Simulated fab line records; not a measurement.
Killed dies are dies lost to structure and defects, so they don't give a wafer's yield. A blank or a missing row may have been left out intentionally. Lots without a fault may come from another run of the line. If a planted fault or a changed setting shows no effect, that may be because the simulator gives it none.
Problem report in the 8D (eight disciplines) form, filled by code + flow berkeley cmos170 + the parts of the form that need people (team, actions taken, sign-off) are left out

## 1. PROBLEM STATEMENT
Across 6 wafers from 2 lots, SILICIDE_TI_RS at UCB170_SILICIDE_RS_MEAS_02 averages 58.5 ohm/sq, while fault-free wafers read 26.2 ohm/sq with a standard deviation of 0.34. That puts it +95 standard deviations away from the usual mean.
The step: measures by four-point-probe.
First observed at day 12 18:49: wafer L842.1, on film metro-03. The record holds 42 wafers of 14 lots with a number at this step. The rule behind "out" and "out of limits": a value lying over 4 standard deviations away from the usual mean. All remaining wafers that have a number are taken as sound.

## 2. WHAT IT IS AND WHAT IT IS NOT
| question                    | is                           | is not                                                                 |
|-----------------------------|------------------------------|------------------------------------------------------------------------|
| which readings at this step | SILICIDE_TI_RS               | -                                                                      |
| which lots                  | L842, L843                   | L820, L822, L823, L824, L825, L827, L828, L829, L831, L832, L833, L835 |
| which wafers of those lots  | all that have a number       | -                                                                      |
| read on which gauges        | film metro-02, film metro-03 | film metro-01                                                          |
| when                        | from day 12 18:49            | up to then (36 sound wafers)                                           |

## 3. SUSPECTS, AND WHAT RULES EACH OUT
Counting: a tool at any process step up to the reading remains a suspect when it ran all the lots that are out and ran no sound lot after the first of those.
- the gauge at UCB170_SILICIDE_RS_MEAS_02 is ruled out. Those wafers that are out were read across 2 gauges (film metro-02, film metro-03).
- plasma asher-04 at UCB170_PLDD_STRIP_10 (strips in O2): kept. Every lot that is out went through it, starting with L842 (day 12 01:31), and after that it ran no sound lot; the last sound lot it ran before then is L831 (day 10 03:07).
- plasma asher-01 at UCB170_NLDD_STRIP_10 (strips in O2): kept. Every lot that is out went through it, starting with L842 (day 12 04:32), and after that it ran no sound lot; the last sound lot it ran before then is L831 (day 10 05:05).
- pvd sputter-02 at UCB170_SILICIDE_SPUTTER_01 (material Ti, target thk 30 nm, time 25 s): kept. Every lot that is out went through it, starting with L842 (day 12 18:46), and after that it ran no sound lot; the last sound lot it ran before then is L835 (day 11 06:29).
Left after counting: plasma asher-04 at UCB170_PLDD_STRIP_10, plasma asher-01 at UCB170_NLDD_STRIP_10, pvd sputter-02 at UCB170_SILICIDE_SPUTTER_01.

## 4. THE CAUSE (what the simulator had put in)
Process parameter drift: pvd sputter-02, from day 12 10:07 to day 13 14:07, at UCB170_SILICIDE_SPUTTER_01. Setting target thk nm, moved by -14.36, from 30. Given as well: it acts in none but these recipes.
Counting left 3 suspects, and this tool is among them.

## 5. THE CHAIN OF EFFECTS, in route order
Each row: a reading where the mean over the struck wafers with a number is more than 3 standard deviations away from the usual. Scope: only readings with a usual standard deviation given in the record; hours: median across lots of the time from each lot's start at the first step in this table that gives one to its start at this step; sigmas: change in usual standard deviations.
| hours | step                        | reading         | usual       | on struck wafers | change | sigmas |
|-------|-----------------------------|-----------------|-------------|------------------|--------|--------|
| 0     | UCB170_SILICIDE_RS_MEAS_02  | SILICIDE_TI_RS  | 26.2 ohm/sq | 58.5             | +32.3  | +95    |
| 0     | UCB170_SILICIDE_THK_MEAS_03 | SILICIDE_TI_THK | 30.0 nm     | 15.4             | -14.6  | -39    |

## 6. WHAT WOULD HAVE CAUGHT IT SOONER
The first out-of-limits reading at a measuring or inspecting step in this record came at day 12 18:49, 9 hours after the fault's start at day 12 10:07.
An alarm limit of 4 standard deviations would not have fired on the tool readings at UCB170_SILICIDE_SPUTTER_01 for which the record gives a usual standard deviation, since none of them was out on any struck wafer.
L843, from the lots that are out (2), started UCB170_SILICIDE_SPUTTER_01 on pvd sputter-02 later than day 12 18:49. Holding the tool at that time would have saved it.
